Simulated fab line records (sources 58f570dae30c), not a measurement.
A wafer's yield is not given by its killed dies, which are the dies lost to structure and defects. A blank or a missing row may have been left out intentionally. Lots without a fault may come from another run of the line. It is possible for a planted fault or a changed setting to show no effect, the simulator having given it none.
fab line records -- flow berkeley_cmos170
[record] lots = 6, wafers = 18, last_day = 11
route steps=331 shown PWELL@50 WELLDRIVE@55 ACTIVE@60
lots untouched by any fault: they come from a run of this same line in which no faults occurred
start_h: start of the lot's first displayed wafer, in hours after the record's first day -- wait_h: hours since the lot's step before -- " the same as in the row above -- L1.1+2: a row that stands for several wafers -- - no value, or no start was given -- * or withheld: withheld -- < > ~ a bound
route shown NAME@n: a module of which the file shows steps, and the number in the route of the first -- usual: the fault-free wafers' mean and standard deviation -- same: alike in all rows -- chamber/n: place in a boat -- sites: readings site by site -- _std_site: standard deviation across them -- _edge_site: outer sites' mean less inner sites' -- radius_mm: how far each site lies from the wafer's centre -- mask NAME#n: copy n -- behind: the tool/chamber that last shaped the wafer -- hold: why the lot was held/for how many hours/how that ended -- device: which transistor (n, p or np) failed to switch -- end of line: the same wafers' tests at the end of the route -- a step without rows: its recipe alone -- killed: dies that structure and defects cost at the first sort, which is not the same as the wafer's yield -- map: a wafer's dies, x killed, . not, _ none there
set.NAME: setting as actually run; set.NAME@STEP: the setting as run at that earlier step -- model.NAME: the simulator's own value behind a step, which no gauge read
certain route steps with their lots: each step a table, each wafer a row
services: a tool's chamber out of use, with start hour (start_h, from the record's first day; less than 0 if before it), hours out, and reason
[[steps]]
[step UCB170_PWELL_STRIP_16]
[recipe] chemistry = O2, power_w = 400, pressure_mtorr = 3500, platen_temp_c = withheld, o2_flow_sccm = 400, overash_fraction = 0.5
[usual] drypump_motor_current_A = 5.7/0.36, oes_product_au = 0.721/0.0052, strip_time_to_endpoint_s = 18.10/0.11
lot.wafer,tool,chamber,start_h,wait_h,drypump_motor_current_A,oes_product_au,rf_hours_counter_h,strip_time_to_endpoint_s
L291.2,plasma_asher-01,0,88.04,0.1,5.0,0.725,35,18.15
L291.3,plasma_asher-01,0,88.04,0.1,5.0,0.719,-,18.14
L291.4,plasma_asher-01,1,88.04,0.1,5.9,0.721,-,18.15
L293.2,plasma_asher-03,1,88.20,0.1,5.1,0.725,30,18.24
L293.5,plasma_asher-03,1,88.20,0.1,5.2,0.730,-,18.28
L293.6,plasma_asher-03,0,88.20,0.1,5.9,0.714,-,18.06
L298.1,plasma_asher-01,0,116.54,0.1,5.1,0.715,39,18.02
L298.4,plasma_asher-01,0,116.54,0.1,5.0,0.729,-,18.16
L298.5,plasma_asher-01,1,116.54,0.1,5.8,0.724,-,18.16
L299.2,plasma_asher-02,0,125.52,0.1,5.9,0.719,41,18.14
L299.3,plasma_asher-02,0,125.52,0.1,5.9,0.724,-,18.07
L299.5,plasma_asher-02,1,125.52,0.1,6.0,0.718,-,18.06
L304.1,plasma_asher-02,1,143.70,0.1,6.0,0.721,44,18.00
L304.4,plasma_asher-02,1,143.70,0.1,6.0,0.716,-,18.05
L304.6,plasma_asher-02,1,143.70,0.1,6.0,0.721,-,18.01
L308.2,plasma_asher-02,0,162.65,0.1,5.9,0.720,46,18.07
L308.5,plasma_asher-02,0,162.65,0.1,5.9,0.721,-,18.03
L308.6,plasma_asher-02,1,162.65,0.1,6.0,0.721,-,18.18
[step UCB170_PWELL_TW_MEAS_17]
[usual] PWELL_TW = 378/3.7
lot.wafer,tool,chamber,start_h,wait_h,PWELL_TW
L291.2,film_metro-01,-,88.15,0.1,368
L291.3,film_metro-01,-,88.15,0.1,372
L291.4,film_metro-01,-,88.15,0.1,369
L293.2,film_metro-04,-,88.31,0.1,379
L293.5,film_metro-04,-,88.31,0.1,381
L293.6,film_metro-04,-,88.31,0.1,378
L298.1,film_metro-03,-,116.64,0.1,380
L298.4,film_metro-03,-,116.64,0.1,378
L298.5,film_metro-03,-,116.64,0.1,381
L299.2,film_metro-01,-,125.63,0.1,373
L299.3,film_metro-01,-,125.63,0.1,373
L299.5,film_metro-01,-,125.63,0.1,373
L304.1,film_metro-04,-,143.80,0.1,377
L304.4,film_metro-04,-,143.80,0.1,375
L304.6,film_metro-04,-,143.80,0.1,377
L308.2,film_metro-03,-,162.76,0.1,381
L308.5,film_metro-03,-,162.76,0.1,379
L308.6,film_metro-03,-,162.76,0.1,381
[step UCB170_PWELL_CLEAN_18]
[recipe] chemistry = SPM, temp_c = 120, time_s = 600
[step UCB170_PWELL_WET_ETCH_19]
[recipe] chemistry = H3PO4, target = Si3N4, temp_c = 160, time_s = 14400
[step UCB170_PWELL_WET_ETCH_20]
[recipe] chemistry = BOE, dilution = 5:1, target = SiO2, temp_c = 25, time_s = 22
[step UCB170_WELLDRIVE_CLEAN_00]
[recipe] chemistry = SPM, temp_c = 120, time_s = 600
[step UCB170_WELLDRIVE_OXIDATION_01]
[recipe] temp_c = 1100, ambient = O2, target_thk_a = 1990, ox_time_s = 9000
[step UCB170_WELLDRIVE_THK_MEAS_02]
[recipe] reads = SiO2_of_WELLDRIVE_OXIDATION_01
[usual] WELLDRIVE_OXIDE_THK = 198/4.4
lot.wafer,tool,chamber,start_h,wait_h,WELLDRIVE_OXIDE_THK[nm]
L291.2,film_metro-04,-,98.35,0.1,194
L291.3,film_metro-04,-,98.35,0.1,197
L291.4,film_metro-04,-,98.35,0.1,193
L293.2,film_metro-04,-,103.12,0.0,198
L293.5,film_metro-04,-,103.12,0.0,200
L293.6,film_metro-04,-,103.12,0.0,199
L298.1,film_metro-04,-,126.23,0.0,194
L298.4,film_metro-04,-,126.23,0.0,196
L298.5,film_metro-04,-,126.23,0.0,192
L299.2,film_metro-03,-,139.48,0.1,202
L299.3,film_metro-03,-,139.48,0.1,198
L299.5,film_metro-03,-,139.48,0.1,200
L304.1,film_metro-04,-,154.26,0.0,194
L304.4,film_metro-04,-,154.26,0.0,194
L304.6,film_metro-04,-,154.26,0.0,194
L308.2,film_metro-04,-,172.15,0.0,199
L308.5,film_metro-04,-,172.15,0.0,199
L308.6,film_metro-04,-,172.15,0.0,201
[step UCB170_WELLDRIVE_ANNEAL_03]
[recipe] temp_c = 1100, time_s = 900, ambient = N2
[step UCB170_WELLDRIVE_WET_ETCH_04]
[recipe] chemistry = BOE, dilution = 5:1, target = SiO2, temp_c = 25, time_s = 120
[step UCB170_ACTIVE_CLEAN_00]
[recipe] chemistry = SPM, temp_c = 120, time_s = 600
[step UCB170_ACTIVE_CLEAN_01]
[recipe] chemistry = dHF, dilution = 25:1, time_s = 60
[step UCB170_ACTIVE_OXIDATION_02]
[recipe] temp_c = 1000, ambient = O2, target_thk_a = 264, ox_time_s = 1260
[usual] ox_temp_c = 999.9/0.47, ox_temp_c_max = 1005.4/1.6
lot.wafer,tool,chamber,start_h,wait_h,ox_temp_c,ox_temp_c_max
L291.2,furnace-03,0,106.90,2.7,999.7,1007.0
L291.3,furnace-03,0,106.90,2.7,999.7,1006.8
L291.4,furnace-03,0,106.90,2.7,1000.1,1005.6
L293.2,furnace-04,0,112.20,2.4,999.0,1004.4
L293.5,furnace-04,0,112.20,2.4,999.4,1006.5
L293.6,furnace-04,0,112.20,2.4,999.3,1005.0
L298.1,furnace-02,-,136.72,2.1,-,-
L298.4,furnace-02,-,136.72,2.1,-,-
L298.5,furnace-02,-,136.72,2.1,-,-
L299.2,furnace-03,-,147.45,2.1,-,-
L299.3,furnace-03,-,147.45,2.1,-,-
L299.5,furnace-03,-,147.45,2.1,-,-
L304.1,furnace-04,0,160.10,0.9,999.3,1006.8
L304.4,furnace-04,0,160.10,0.9,999.2,1006.7
L304.6,furnace-04,0,160.10,0.9,1000.0,1005.8
L308.2,furnace-03,0,179.88,3.8,999.8,1006.3
L308.5,furnace-03,0,179.88,3.8,999.8,1006.6
L308.6,furnace-03,0,179.88,3.8,1000.8,1006.5
[step UCB170_ACTIVE_ANNEAL_04]
[recipe] temp_c = 1000, time_s = 900, ambient = N2
[[services]]
tool,chamber,start_h,hours,kind
plasma_asher-01,-,75.13,1.6,repair
plasma_asher-02,-,88.82,5.4,repair
furnace-04,-,134.26,3.7,pm
plasma_asher-03,-,159.38,0.9,repair
[[key]]
[first_sign] step = UCB170_ACTIVE_OXIDATION_02, reading = tool_record, direction = missing
effect none on later readings
met_at UCB170_ACTIVE_OXIDATION_02
struck_wafers L298.1,L298.4,L298.5,L299.2,L299.3,L299.5
later_rows_left_out L298.1,L298.4,L298.5,L299.2,L299.3,L299.5
sort_left_out L298.1,L298.4,L298.5,L299.2,L299.3,L299.5
tester_left_out L298,L299
onset_between 106.90 136.72
[fault] kind = skipped_step_whole, tool = furnace-02,furnace-03, chamber = -, onset_h = 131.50, steps = UCB170_ACTIVE_OXIDATION_02, scope = struck_lots_only
// tester_left_out: of these lots the tester's yield and bins aren't shown, on N5 and GAA mostly nor the transistor test; their killed dies are dies lost to structure and defects alone, not to doping, threshold or leakage, so they don't give the yield
// sort_left_out: the simulated sort isn't trusted on such a fault, so these wafers' sort isn't shown, and their yield isn't known
// later_rows_left_out: the simulator's readings of these wafers behind a module that went badly wrong aren't trusted and aren't shown, but for the sort
